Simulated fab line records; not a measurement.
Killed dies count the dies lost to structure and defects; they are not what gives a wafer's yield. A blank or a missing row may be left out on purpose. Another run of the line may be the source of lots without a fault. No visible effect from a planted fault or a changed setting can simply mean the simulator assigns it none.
Commonality check across tools | flow rit-cmos | Lots sampled 15, wafers sampled 54

## THE REASON FOR OPENING IT
3 of 15 lots carry a flag on the reading PRETRO_TW at RIT_PRETRO_TW_MEAS_10. No-fault wafers: 475, standard deviation 5.2.
Rule: a lot is flagged in two cases, either no wafer of it has a number, or all its wafers with numbers fall more than 4 standard deviations from that mean. The rest of the lots are taken to be sound.

lot  | measured    | on            | PRETRO_TW, wafer by wafer | flag
L976 | day 2 14:49 | film-metro-04 | 468 469 468               |
L977 | day 2 19:34 | film-metro-04 | 470 470 470               |
L978 | day 2 23:20 | film-metro-04 | 471 468 472               |
L979 | day 3 04:04 | film-metro-04 | 472 469 473               |
L980 | day 3 08:55 | film-metro-04 | 474 471 470               |
L981 | day 3 11:53 | film-metro-02 | 482 484 481               |
L982 | day 3 19:34 | film-metro-01 | 479 479 477               |
L983 | day 4 03:07 | film-metro-01 | 481 476 476               |
L984 | day 4 08:46 | film-metro-01 | 475 476 479               |
L985 | day 4 10:05 | film-metro-04 | 472 469 469               |
L986 | day 4 13:50 | film-metro-02 | 482 482 482               |
L989 | day 5 03:25 | film-metro-01 | 239 241 238 239 240 240   | FLAGGED
L990 | day 5 09:43 | film-metro-04 | 233 237 233 233 236 233   | FLAGGED
L992 | day 5 22:38 | film-metro-01 | 241 240 235 240 240 236   | FLAGGED
L997 | day 6 17:47 | film-metro-02 | 481 481 482               |
The numbers of the flagged lots are 237 on average: -238 against the usual, or -46 standard deviations.

## WHICH TOOL EACH LOT WENT THROUGH
The record holds 1 process step before the reading, out of a route of 202 steps. Each cell gives the tool, then ch followed by the chambers the sampled wafers passed through, then the start.
lot  | flag    | RIT_PRETRO_IMPLANT_08
L976 |         | implanter-04 ch 0, day 2 14:30
L977 |         | implanter-01 ch 0, day 2 19:15
L978 |         | implanter-02 ch 0, day 2 23:01
L979 |         | implanter-02 ch 0, day 3 03:44
L980 |         | implanter-01 ch 0, day 3 08:37
L981 |         | implanter-01 ch 0, day 3 11:34
L982 |         | implanter-01 ch 0, day 3 19:14
L983 |         | implanter-01 ch 0, day 4 02:47
L984 |         | implanter-02 ch 0, day 4 08:26
L985 |         | implanter-04 ch 0, day 4 09:46
L986 |         | implanter-01 ch 0, day 4 13:32
L989 | FLAGGED | implanter-01 ch 0, day 5 03:07
L990 | FLAGGED | implanter-01 ch 0, day 5 09:23
L992 | FLAGGED | implanter-01 ch 0, day 5 22:19
L997 |         | implanter-02 ch 0, day 6 17:16
These steps, and what they do:
- RIT_PRETRO_IMPLANT_08
- RIT_PRETRO_TW_MEAS_10

## FLAGGED OVER TOTAL, TOOL BY TOOL (the gauges that took the reading come last)
step                  | tool          | lots run | flagged | share of the flagged lots | sound lots run after its first flagged lot
RIT_PRETRO_IMPLANT_08 | implanter-01  | 9        | 3       | all                       | 0
RIT_PRETRO_IMPLANT_08 | implanter-02  | 4        | 0       | none                      | -
RIT_PRETRO_IMPLANT_08 | implanter-04  | 2        | 0       | none                      | -
RIT_PRETRO_TW_MEAS_10 | film-metro-01 | 5        | 2       | some                      | 0
RIT_PRETRO_TW_MEAS_10 | film-metro-02 | 3        | 0       | none                      | -
RIT_PRETRO_TW_MEAS_10 | film-metro-04 | 7        | 1       | some                      | 0

## WHAT THE TABLE PERMITS
Rows of the table that ran each flagged lot: 1, that is implanter-01 at RIT_PRETRO_IMPLANT_08.
- implanter-01 at RIT_PRETRO_IMPLANT_08 ran 9 lots, 3 of them flagged. Last sound lot L986 at day 4 13:32, first flagged lot L989 at day 5 03:07; a fault beginning in between fits. Its own readings lie more than 4 standard deviations out on every wafer of the flagged lots: dose-ions-cm2, faraday-current-uA.
Just one tool remains: implanter-01 at RIT_PRETRO_IMPLANT_08.

## WHAT THE SIMULATOR PUT IN
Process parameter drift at RIT_PRETRO_IMPLANT_08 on implanter-01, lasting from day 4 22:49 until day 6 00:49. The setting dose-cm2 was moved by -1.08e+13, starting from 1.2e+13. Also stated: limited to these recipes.
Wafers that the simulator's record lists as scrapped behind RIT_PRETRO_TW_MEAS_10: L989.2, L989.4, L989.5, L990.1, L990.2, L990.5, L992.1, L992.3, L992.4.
Shown lots that were struck: L989, L990, L992. Same finding as the rule above.
